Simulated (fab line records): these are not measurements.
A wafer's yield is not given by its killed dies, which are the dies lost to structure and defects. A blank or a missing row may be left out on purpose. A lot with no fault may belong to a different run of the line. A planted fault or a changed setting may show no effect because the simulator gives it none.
Which of the tools did it?    flow berkeley_cmos170    39 wafers from 13 lots sampled at 5 of the route's 331 steps

== WHAT EACH GAUGE READ, for each wafer ==
UCB170_NSD_OVL_MEAS_07.
lot   measured      on          NSD_OVL (nm)
L868  day 6 15:08   overlay-02  -3 5 -3
L867  day 6 15:42   overlay-01  -6 -6 3
L871  day 6 23:51   overlay-01  -3 -6 1
L872  day 7 05:45   overlay-01  6 -6 7
L875  day 7 20:17   overlay-01  -7 -5 -7
L874  day 7 21:56   overlay-01  4 9 12
L881  day 9 03:21   overlay-02  -1 6 8
L885  day 10 03:37  overlay-01  6 0 11
L887  day 10 16:59  overlay-02  7 11 13
L886  day 10 16:59  overlay-01  -3 2 -1
L888  day 10 22:12  overlay-02  -5 6 0
L890  day 11 09:36  overlay-01  8 10 3
L889  day 11 09:52  overlay-02  7 2 -5

UCB170_V1_THK_MEAS_04.
lot   measured      on             V1_POLISHED_THK (nm)
L868  day 7 07:11   film_metro-03  1000.9 1000.9 1000.5
L867  day 7 07:30   film_metro-04  1002.4 1000.4 1001.8
L871  day 7 14:09   film_metro-03  1339.9 1356.7 1348.1
L872  day 7 20:56   film_metro-03  1333.3 1336.0 1339.7
L875  day 8 12:05   film_metro-03  1341.8 1363.3 1344.9
L874  day 8 12:23   film_metro-04  1341.2 1355.9 1357.8
L881  day 9 15:31   film_metro-03  999.4 1000.3 999.5
L885  day 10 18:50  film_metro-02  1002.0 1002.5 999.3
L887  day 11 06:20  film_metro-04  1001.6 999.4 999.9
L886  day 11 06:20  film_metro-03  1000.7 1001.5 1000.9
L888  day 11 13:21  film_metro-04  999.3 1000.0 1001.0
L890  day 11 23:32  film_metro-02  1000.7 1000.3 1001.2
L889  day 11 23:31  film_metro-03  1001.6 999.0 999.6

UCB170_V1_OVL_MEAS_13.
lot   measured      on          V1_OVL (nm)
L868  day 7 08:43   overlay-02  2 5 -2
L867  day 7 09:05   overlay-02  10 9 3
L871  day 7 15:20   overlay-02  2 -2 1
L872  day 7 22:16   overlay-02  2 -5 3
L875  day 8 13:51   overlay-01  -1 6 4
L874  day 8 14:08   overlay-01  -4 -8 -8
L881  day 9 17:00   overlay-01  3 4 -5
L885  day 10 20:56  overlay-02  5 9 7
L887  day 11 08:22  overlay-01  4 -6 -4
L886  day 11 08:05  overlay-02  2 -2 0
L888  day 11 14:33  overlay-01  6 8 3
L890  day 12 00:44  overlay-01  15 11 7
L889  day 12 00:51  overlay-02  8 8 2

== WHICH TOOL RAN EACH LOT (tool, then ch and the chambers of the sampled wafers, then the start) ==
lot   UCB170_SDANNEAL_RTA_00            UCB170_V1_CMP_02
L868  rtp_anneal-02 ch 0, day 6 16:34   cmp-02 ch 1,2,3, day 7 06:46
L867  rtp_anneal-02 ch 0, day 6 19:23   cmp-02 ch 2,3, day 7 07:04
L871  rtp_anneal-02 ch 0, day 7 01:14   cmp-01 ch 0,1,3, day 7 13:53
L872  rtp_anneal-01 ch 0, day 7 08:52   cmp-01 ch 0,1,3, day 7 20:31
L875  rtp_anneal-01 ch 0, day 7 21:47   cmp-01 ch 0,1,3, day 8 11:44
L874  rtp_anneal-01 ch 0, day 7 23:11   cmp-01 ch 1,3, day 8 11:56
L881  rtp_anneal-02 ch 0, day 9 04:37   cmp-02 ch 0,3, day 9 15:08
L885  rtp_anneal-02 ch 0, day 10 04:53  cmp-01 ch 0,1,3, day 10 18:31
L887  rtp_anneal-02 ch 0, day 10 18:29  cmp-02 ch 0,1,3, day 11 05:54
L886  rtp_anneal-01 ch 0, day 10 18:20  cmp-01 ch 0,2, day 11 05:57
L888  rtp_anneal-01 ch 0, day 10 23:37  cmp-02 ch 0,1,2, day 11 12:56
L890  rtp_anneal-02 ch 0, day 11 10:51  cmp-02 ch 0,1, day 11 23:06
L889  rtp_anneal-01 ch 0, day 11 11:10  cmp-01 ch 0,2,3, day 11 23:09
- UCB170_SDANNEAL_RTA_00: time 10 s.
- UCB170_V1_CMP_02: polishes SiO2.

== AS READ BY THE TOOLS THEMSELVES (means over the sampled wafers that have a number; for cases with no such wafer, the mark the record gives instead) ==
UCB170_SDANNEAL_RTA_00.
lot   tool           lamp_power_pct (%)  wafer_temp_C_max
L868  rtp_anneal-02  22.2                903.3
L867  rtp_anneal-02  22.2                903.2
L871  rtp_anneal-02  22.2                903.2
L872  rtp_anneal-01  24.3                904.6
L875  rtp_anneal-01  24.3                904.1
L874  rtp_anneal-01  24.3                904.8
L881  rtp_anneal-02  22.2                903.5
L885  rtp_anneal-02  22.2                903.1
L887  rtp_anneal-02  22.3                903.0
L886  rtp_anneal-01  24.3                904.1
L888  rtp_anneal-01  24.3                905.5
L890  rtp_anneal-02  22.2                902.7
L889  rtp_anneal-01  24.3                905.6

UCB170_V1_CMP_02.
lot   tool    motor_current_A (A)
L868  cmp-02  17.9
L867  cmp-02  19.9
L871  cmp-01  18.1
L872  cmp-01  17.4
L875  cmp-01  17.9
L874  cmp-01  16.9
L881  cmp-02  19.3
L885  cmp-01  17.2
L887  cmp-02  17.4
L886  cmp-01  16.5
L888  cmp-02  16.6
L890  cmp-02  15.3
L889  cmp-01  16.9

== THE ANSWER, worked out from the rows above alone ==
Rule: what is usual is taken from the lots themselves. Put in order of their means at a reading, lots are off if they are a third of the lots or fewer, leave a main group of 4 or more, and stand apart from it by a gap of 3 or more times the standard deviation of the main group's means; of several such gaps the widest counts. A main group is skipped when, at the precision printed for the reading in the tables above, its means are all equal. Also off: a lot with no number at a reading for which 4 or more lots have one. Where the step has rows for the other lots, those lots are counted as sound. Order of review: gauges by route order, followed by the tools' own readings, for which a lot's mean as printed above is used. The first step at which some lot is off is used, and at that step the reading that is off furthest; a lot without a number counts as furthest.
Off: L871, L872, L875, L874, at UCB170_V1_THK_MEAS_04 (V1_POLISHED_THK). Main group: mean 1000.6 nm, sd 0.57.
A tool fits if, at a process step before that reading, it ran every lot that is off, and no sound lot after the first of them. Gauges at UCB170_V1_THK_MEAS_04: tried the same way as those tools. Not one of the candidates tried fits.

== WHAT THE SIMULATOR HAD PUT IN ==
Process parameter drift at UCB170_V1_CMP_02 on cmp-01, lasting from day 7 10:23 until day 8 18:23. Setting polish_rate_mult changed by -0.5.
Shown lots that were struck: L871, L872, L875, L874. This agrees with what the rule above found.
